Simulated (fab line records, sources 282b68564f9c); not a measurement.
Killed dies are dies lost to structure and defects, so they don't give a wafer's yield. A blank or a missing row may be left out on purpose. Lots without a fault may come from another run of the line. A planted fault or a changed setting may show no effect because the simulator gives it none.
Which tool did it? | flow rit_cmos | 15 lots, 45 wafers sampled, at 5 steps of a route of 202

WHAT THE GAUGES READ, wafer by wafer
RIT_ACTIVE_THK_MEAS_02.
lot  | measured    | on            | ACTIVE_OXIDE_THK (nm)
L738 | day 1 12:05 | film_metro-04 | 46.3 46.3 46.5
L739 | day 1 17:04 | film_metro-04 | 47.6 47.5 47.3
L740 | day 1 23:18 | film_metro-02 | 47.6 47.8 46.3
L742 | day 2 08:04 | film_metro-04 | 45.8 46.8 46.1
L745 | day 2 23:04 | film_metro-02 | 47.2 47.3 47.3
L746 | day 3 04:03 | film_metro-04 | 58.7 60.0 58.4
L747 | day 3 09:04 | film_metro-02 | 60.6 59.0 60.2
L749 | day 3 19:03 | film_metro-02 | 58.7 58.1 58.2
L753 | day 4 15:03 | film_metro-02 | 47.5 47.2 47.5
L754 | day 4 20:05 | film_metro-03 | 46.9 47.5 46.8
L755 | day 5 01:03 | film_metro-04 | 47.4 46.5 48.1
L757 | day 5 13:32 | film_metro-02 | 48.1 47.6 47.7
L758 | day 5 16:32 | film_metro-02 | 47.1 46.6 46.2
L759 | day 5 21:03 | film_metro-02 | 47.3 46.8 46.7
L761 | day 6 08:47 | film_metro-02 | 48.5 47.4 47.6

RIT_PLDD_TW_MEAS_10.
lot  | measured    | on            | PLDD_TW
L738 | day 2 20:04 | film_metro-03 | 2334 2331 2327
L739 | day 3 02:47 | film_metro-04 | 2325 2346 2342
L740 | day 3 06:10 | film_metro-04 | 2349 2347 2340
L742 | day 3 15:42 | film_metro-03 | 2342 2345 2342
L745 | day 4 06:21 | film_metro-04 | 2370 2360 2359
L746 | day 4 12:58 | film_metro-04 | 2357 2343 2350
L747 | day 4 17:13 | film_metro-02 | 2297 2302 2295
L749 | day 5 02:44 | film_metro-04 | 2353 2342 2334
L753 | day 6 02:47 | film_metro-03 | 2299 2303 2312
L754 | day 6 03:22 | film_metro-03 | 2305 2304 2304
L755 | day 6 09:21 | film_metro-03 | 2305 2306 2308
L757 | day 6 22:08 | film_metro-02 | 2306 2312 2309
L758 | day 7 03:45 | film_metro-04 | 2372 2373 2369
L759 | day 7 07:37 | film_metro-04 | 2350 2335 2356
L761 | day 7 15:23 | film_metro-03 | 2320 2306 2329

RIT_M1_BOW_MEAS_16.
lot  | measured    | on            | M1_BOW (um)
L738 | day 3 09:40 | film_metro-02 | 18 26 17
L739 | day 3 16:09 | film_metro-02 | 20 17 17
L740 | day 3 22:22 | film_metro-02 | 15 9 11
L742 | day 4 06:22 | film_metro-02 | 16 14 12
L745 | day 4 19:26 | film_metro-02 | 23 9 21
L746 | day 5 02:00 | film_metro-02 | 22 21 22
L747 | day 5 06:21 | film_metro-03 | 14 1 9
L749 | day 5 20:12 | film_metro-02 | 19 31 16
L753 | day 6 17:53 | film_metro-03 | 24 20 20
L754 | day 6 17:56 | film_metro-02 | 13 6 19
L755 | day 6 22:54 | film_metro-03 | 17 21 18
L757 | day 7 12:29 | film_metro-03 | 17 28 21
L758 | day 7 17:02 | film_metro-04 | 18 27 19
L759 | day 7 20:55 | film_metro-04 | 19 8 19
L761 | day 8 04:25 | film_metro-02 | 14 20 10

WHICH TOOL RAN EACH LOT (tool, then ch and the chambers of the sampled wafers, then the start)
lot  | RIT_ACTIVE_OXIDATION_01      | RIT_M1_STRIP_14
L738 | furnace-01 ch 0, day 1 10:07 | plasma_asher-02 ch 0,1, day 3 07:52
L739 | furnace-04 ch 0, day 1 15:07 | plasma_asher-04 ch 0,1, day 3 14:23
L740 | furnace-04 ch 0, day 1 21:21 | plasma_asher-02 ch 0,1, day 3 19:37
L742 | furnace-03 ch 0, day 2 06:07 | plasma_asher-01 ch 1, day 4 04:28
L745 | furnace-04 ch 0, day 2 21:07 | plasma_asher-02 ch 1, day 4 17:37
L746 | furnace-04 ch 0, day 3 02:07 | plasma_asher-01 ch 0,1, day 5 00:13
L747 | furnace-04 ch 0, day 3 07:07 | plasma_asher-04 ch 0,1, day 5 04:32
L749 | furnace-04 ch 0, day 3 17:07 | plasma_asher-04 ch 0,1, day 5 14:08
L753 | furnace-01 ch 0, day 4 13:07 | plasma_asher-02 ch 0,1, day 6 14:51
L754 | furnace-03 ch 0, day 4 18:07 | plasma_asher-04 ch 0,1, day 6 15:09
L755 | furnace-01 ch 0, day 4 23:07 | plasma_asher-02 ch 0,1, day 6 21:07
L757 | furnace-03 ch 0, day 5 11:35 | plasma_asher-04 ch 0,1, day 7 10:43
L758 | furnace-03 ch 0, day 5 14:36 | plasma_asher-04 ch 0,1, day 7 15:14
L759 | furnace-03 ch 0, day 5 19:07 | plasma_asher-04 ch 0,1, day 7 19:07
L761 | furnace-01 ch 0, day 6 06:49 | plasma_asher-02 ch 0,1, day 8 02:37
- RIT_ACTIVE_OXIDATION_01: target thk 46.8 nm, ox time 3360 s.
- RIT_M1_STRIP_14: strips in O2, time 180 s.

WHAT THE TOOLS THEMSELVES READ (means of the sampled wafers that have a number; where no wafer has one, the mark that the record gives instead)
RIT_ACTIVE_OXIDATION_01.
lot  | tool       | spike_tc_centre_C (C) | spike_tc_load_C (C) | spike_tc_source_C (C) | tube_center_temp_C (C) | tube_center_temp_C_max
L738 | furnace-01 | 1001.6                | 1029.1              | 1024.2                | 1000                   | 1002.4
L739 | furnace-04 | 1004.0                | 1024.0              | 1026.1                | 1000                   | 1002.4
L740 | furnace-04 | 1003.7                | 1023.2              | 1027.6                | 1000                   | 1002.8
L742 | furnace-03 | 1004.6                | 1024.9              | 1025.6                | 1000                   | 1002.9
L745 | furnace-04 | 1003.2                | 1023.9              | 1026.9                | 1000                   | 1002.5
L746 | furnace-04 | 1027.6                | 1048.8              | 1051.9                | 1025                   | 1028.1
L747 | furnace-04 | 1028.6                | 1048.2              | 1051.6                | 1025                   | 1028.0
L749 | furnace-04 | 1028.6                | 1048.4              | 1052.1                | 1025                   | 1027.4
L753 | furnace-01 | 1000.7                | 1028.8              | 1023.3                | 1000                   | 1002.9
L754 | furnace-03 | 1005.5                | 1025.5              | 1025.8                | 1000                   | 1002.3
L755 | furnace-01 | 1002.2                | 1029.0              | 1024.4                | 1000                   | 1002.8
L757 | furnace-03 | 1004.8                | 1025.9              | 1026.5                | 1000                   | 1002.4
L758 | furnace-03 | 1004.4                | 1025.6              | 1026.4                | 1000                   | 1002.5
L759 | furnace-03 | 1004.5                | 1024.6              | 1024.5                | 1000                   | 1002.7
L761 | furnace-01 | 1001.4                | 1028.9              | 1023.7                | 1000                   | 1002.3

RIT_M1_STRIP_14.
lot  | tool            | drypump_motor_current_A (A)
L738 | plasma_asher-02 | 5.8
L739 | plasma_asher-04 | 5.3
L740 | plasma_asher-02 | 5.8
L742 | plasma_asher-01 | 6.0
L745 | plasma_asher-02 | 5.8
L746 | plasma_asher-01 | 5.7
L747 | plasma_asher-04 | 5.1
L749 | plasma_asher-04 | 5.1
L753 | plasma_asher-02 | 5.8
L754 | plasma_asher-04 | 5.3
L755 | plasma_asher-02 | 5.8
L757 | plasma_asher-04 | 5.3
L758 | plasma_asher-04 | 5.3
L759 | plasma_asher-04 | 5.3
L761 | plasma_asher-02 | 5.8

THE ANSWER, worked out from the rows above alone
Rule: what is usual is taken from the lots themselves. Put in order of their means at a reading, lots are off if they are a third of the lots or fewer, leave a main group of 4 or more, and stand apart from it by a gap of 3 or more times the standard deviation of the main group's means; of several such gaps the widest counts. A main group whose means are all the same, to the digits that the tables above print for the reading, isn't used. A lot without any number at a reading at which 4 lots or more have one is off too. The other lots that the step has rows for count as sound. The gauges are gone through in route order, then the tools' own readings, and for those a lot's mean is taken as printed above. The first step at which some lot is off is used, and at that step the reading that is off furthest; a lot without a number counts as furthest.
Off: L746, L747, L749, at RIT_ACTIVE_THK_MEAS_02 (ACTIVE_OXIDE_THK). The main group: mean 47.1 nm, standard deviation 0.49.
A tool fits if, at a process step before that reading, it ran every lot that is off, and no sound lot after the first of them. The gauges at RIT_ACTIVE_THK_MEAS_02 aren't tried: what is off there is off at RIT_ACTIVE_OXIDATION_01 too, on other tools, and a gauge's error can't cause that. One fits: furnace-04 at RIT_ACTIVE_OXIDATION_01. Its last sound lot is L745 (day 2 21:07), its first lot that is off L746 (day 3 02:07): a fault that began between those two fits.
The tool's own readings at RIT_ACTIVE_OXIDATION_01 bear it out: on the lots that are off they differ by more than 5 times the standard deviation of the sound lots' means. spike_tc_centre_C reads 1028.3 C there against 1003.4 C on the sound lots; spike_tc_load_C reads 1048.5 C there against 1026.1 C on the sound lots; spike_tc_source_C reads 1051.9 C there against 1025.4 C on the sound lots; tube_center_temp_C reads 1025 C there against 1000 C on the sound lots; tube_center_temp_C_max reads 1027.8 there against 1002.6 on the sound lots.

WHAT THE SIMULATOR HAD PUT IN
Process parameter drift: furnace-04, from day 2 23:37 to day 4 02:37, at RIT_ACTIVE_OXIDATION_01. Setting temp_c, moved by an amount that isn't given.
Lots struck among those shown: L746, L747, L749. The rule above found the same.
